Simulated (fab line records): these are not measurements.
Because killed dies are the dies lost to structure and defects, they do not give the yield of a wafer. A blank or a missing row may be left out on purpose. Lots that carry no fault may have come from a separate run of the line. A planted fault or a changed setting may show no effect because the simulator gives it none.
Which tool is to blame? + flow berkeleyCmos170 + 14 lots with 42 wafers sampled at 5 steps, on a route of 331 steps

## WHAT THE GAUGES READ, wafer by wafer
UCB170_START_BOW_MEAS_00. Usual: for INCOMING_BOW the level is 0 um and the standard deviation is 6.8.
| lot  | measured    | on           | INCOMING_BOW (um) | flag |
|------|-------------|--------------|-------------------|------|
| L766 | day 1 10:02 | filmMetro-02 | 3 1 2             |      |
| L767 | day 1 15:00 | filmMetro-04 | 3 -3 -18          |      |
| L768 | day 1 20:00 | filmMetro-04 | 5 1 4             |      |
| L769 | day 2 01:01 | filmMetro-02 | 6 6 -1            |      |
| L771 | day 2 11:00 | filmMetro-01 | 2 -3 -3           |      |
| L774 | day 3 02:00 | filmMetro-01 | 9 -5 10           |      |
| L778 | day 3 22:02 | filmMetro-02 | -5 -12 -3         |      |
| L780 | day 4 08:01 | filmMetro-04 | 4 9 -1            |      |
| L783 | day 4 23:02 | filmMetro-01 | -1 -6 3           |      |
| L784 | day 5 04:00 | filmMetro-01 | -10 -7 14         |      |
| L786 | day 5 14:02 | filmMetro-04 | 2 8 -8            |      |
| L787 | day 5 19:02 | filmMetro-01 | -5 -10 0          |      |
| L788 | day 6 00:02 | filmMetro-04 | -4 7 0            |      |
| L789 | day 6 05:00 | filmMetro-01 | -7 -13 7          |      |

UCB170_NWELL_THK_MEAS_02. Usual: for NWELL_OXIDE_THK the level is 26.1 nm and the standard deviation is 0.45.
| lot  | measured    | on           | NWELL_OXIDE_THK (nm) | flag |
|------|-------------|--------------|----------------------|------|
| L766 | day 1 22:11 | filmMetro-04 | 25.6 24.9 25.3       |      |
| L767 | day 2 05:01 | filmMetro-03 | 26.2 26.4 26.6       |      |
| L768 | day 2 09:07 | filmMetro-04 | 25.7 25.9 25.8       |      |
| L769 | day 2 17:44 | filmMetro-01 | 26.1 26.0 25.8       |      |
| L771 | day 2 20:39 | filmMetro-01 | 25.9 25.7 25.3       |      |
| L774 | day 3 13:51 | filmMetro-03 | 26.2 26.5 26.4       |      |
| L778 | day 4 06:41 | filmMetro-01 | 26.6 26.2 26.6       |      |
| L780 | day 4 19:38 | filmMetro-03 | 26.3 25.9 26.2       |      |
| L783 | day 5 12:53 | filmMetro-01 | 27.4 26.9 26.5       |      |
| L784 | day 5 12:52 | filmMetro-03 | 26.9 27.0 27.0       |      |
| L786 | day 6 04:45 | filmMetro-03 | 26.0 26.0 26.4       |      |
| L787 | day 6 08:37 | filmMetro-03 | 25.3 25.7 25.6       |      |
| L788 | day 6 11:56 | filmMetro-03 | 25.9 26.0 25.8       |      |
| L789 | day 6 21:14 | filmMetro-04 | 26.2 25.9 26.3       |      |

UCB170_PWELL_TW_MEAS_17. Usual: for PWELL_TW the level is 381.0 and the standard deviation is 2.7.
| lot  | measured    | on           | PWELL_TW          | flag |
|------|-------------|--------------|-------------------|------|
| L766 | day 2 22:16 | filmMetro-04 | 378.2 376.7 378.9 |      |
| L767 | day 3 05:41 | filmMetro-04 | 379.4 377.1 379.6 |      |
| L768 | day 3 10:11 | filmMetro-02 | 384.5 382.5 381.1 |      |
| L769 | day 3 18:54 | filmMetro-02 | 382.6 381.6 381.6 |      |
| L771 | day 3 23:25 | filmMetro-02 | 381.7 382.9 382.7 |      |
| L774 | day 4 17:41 | filmMetro-04 | 377.2 375.7 378.2 |      |
| L778 | day 5 06:47 | filmMetro-03 | 378.9 382.2 382.2 |      |
| L780 | day 5 20:58 | filmMetro-03 | 381.1 380.7 379.5 |      |
| L783 | day 6 13:22 | filmMetro-02 | 382.1 383.7 386.8 |      |
| L784 | day 6 13:39 | filmMetro-02 | 382.5 385.8 384.6 |      |
| L786 | day 7 10:56 | filmMetro-02 | 384.1 385.7 383.0 |      |
| L787 | day 7 11:08 | filmMetro-03 | 382.2 382.8 379.2 |      |
| L788 | day 7 11:23 | filmMetro-02 | 385.1 386.2 383.3 |      |
| L789 | day 7 19:38 | filmMetro-04 | 378.8 376.8 375.1 |      |

UCB170_GATE_THK_MEAS_05. Usual: for GATE_POLY_THK the level is 214.9 nm and the standard deviation is 2.
| lot  | measured     | on           | GATE_POLY_THK (nm) | flag |
|------|--------------|--------------|--------------------|------|
| L766 | day 5 20:18  | filmMetro-03 | 216.7 216.5 216.5  |      |
| L767 | day 6 05:28  | filmMetro-03 | 213.9 212.7 211.8  |      |
| L768 | day 6 12:13  | filmMetro-02 | 212.1 212.8 212.0  |      |
| L769 | day 6 20:31  | filmMetro-01 | 215.5 214.0 214.9  |      |
| L771 | day 6 22:11  | filmMetro-02 | 431.6 432.2 428.4  | OFF  |
| L774 | day 7 14:16  | filmMetro-03 | 428.3 426.5 425.2  | OFF  |
| L778 | day 8 03:10  | filmMetro-01 | 216.4 215.5 216.0  |      |
| L780 | day 9 02:29  | filmMetro-02 | 214.9 214.9 215.4  |      |
| L783 | day 9 10:19  | filmMetro-01 | 217.6 217.9 219.0  |      |
| L784 | day 9 10:18  | filmMetro-03 | 217.0 216.6 215.7  |      |
| L786 | day 10 09:42 | filmMetro-01 | 217.2 216.7 216.7  |      |
| L787 | day 10 09:42 | filmMetro-02 | 217.0 217.8 216.0  |      |
| L788 | day 10 09:46 | filmMetro-03 | 214.1 212.8 212.7  |      |
| L789 | day 10 19:16 | filmMetro-01 | 217.8 218.5 218.5  |      |

## WHICH TOOL RAN EACH LOT (tool, then ch and the chambers of the sampled wafers, then the start)
| lot  | UCB170_GATE_CVD_04          |
|------|-----------------------------|
| L766 | lpcvd-01 ch 1, day 5 18:53  |
| L767 | lpcvd-02 ch 1, day 6 04:04  |
| L768 | lpcvd-02 ch 1, day 6 10:49  |
| L769 | lpcvd-01 ch 0, day 6 19:06  |
| L771 | lpcvd-01 ch 1, day 6 19:06  |
| L774 | lpcvd-01 ch 1, day 7 09:40  |
| L778 | lpcvd-02 ch 1, day 8 01:45  |
| L780 | lpcvd-02 ch 0, day 9 01:05  |
| L783 | lpcvd-01 ch 0, day 9 08:54  |
| L784 | lpcvd-01 ch 0, day 9 08:54  |
| L786 | lpcvd-01 ch 0, day 10 08:17 |
| L787 | lpcvd-01 ch 0, day 10 08:17 |
| L788 | lpcvd-01 ch 0, day 10 08:17 |
| L789 | lpcvd-02 ch 1, day 10 17:52 |
- UCB170_GATE_CVD_04: deposits poly-Si from SiH4, time 1440 s, target thk 214 nm.

## WHAT THE TOOLS THEMSELVES READ (means of the sampled wafers that have a number; where no wafer has one, the mark that the record gives instead)
UCB170_GATE_CVD_04. Usual: spikeTcCentreC 611.9 C, standard deviation 1.7; spikeTcSourceC 631.0 C, standard deviation 1.4.
| lot  | tool     | spikeTcCentreC (C) | spikeTcSourceC (C) | flag |
|------|----------|--------------------|--------------------|------|
| L766 | lpcvd-01 | 611.2              | 630.5              |      |
| L767 | lpcvd-02 | 611.6              | 632.8              |      |
| L768 | lpcvd-02 | 610.5              | 632.4              |      |
| L769 | lpcvd-01 | 614.2              | 630.1              |      |
| L771 | lpcvd-01 | 610.9              | 630.4              |      |
| L774 | lpcvd-01 | 610.1              | 629.8              |      |
| L778 | lpcvd-02 | 612.1              | 632.9              |      |
| L780 | lpcvd-02 | 615.2              | 630.1              |      |
| L783 | lpcvd-01 | 612.6              | 630.7              |      |
| L784 | lpcvd-01 | 613.5              | 630.5              |      |
| L786 | lpcvd-01 | 613.9              | 630.6              |      |
| L787 | lpcvd-01 | 613.4              | 630.4              |      |
| L788 | lpcvd-01 | 612.2              | 630.9              |      |
| L789 | lpcvd-02 | 610.6              | 632.2              |      |

## THE ANSWER, worked out from the rows above alone
Rule: a lot is off if the mean of its wafers that have a number lies more than 3 standard deviations from the usual mean. A lot without any number at a reading at which 4 lots or more have one is off too. The other lots that the step has rows for count as sound. The gauges are gone through in route order, then the tools' own readings, and for those a lot's mean is taken as printed above. The first step at which some lot is off is used, and at that step the reading that is off furthest; a lot without a number counts as furthest.
Off: L771, L774, at UCB170_GATE_THK_MEAS_05 (GATE_POLY_THK).
A tool fits if, at a process step before that reading, it ran every lot that is off, and no sound lot after the first of them. The gauges at UCB170_GATE_THK_MEAS_05 are tried like those tools. No candidate that was tried fits.

## WHAT THE SIMULATOR HAD PUT IN
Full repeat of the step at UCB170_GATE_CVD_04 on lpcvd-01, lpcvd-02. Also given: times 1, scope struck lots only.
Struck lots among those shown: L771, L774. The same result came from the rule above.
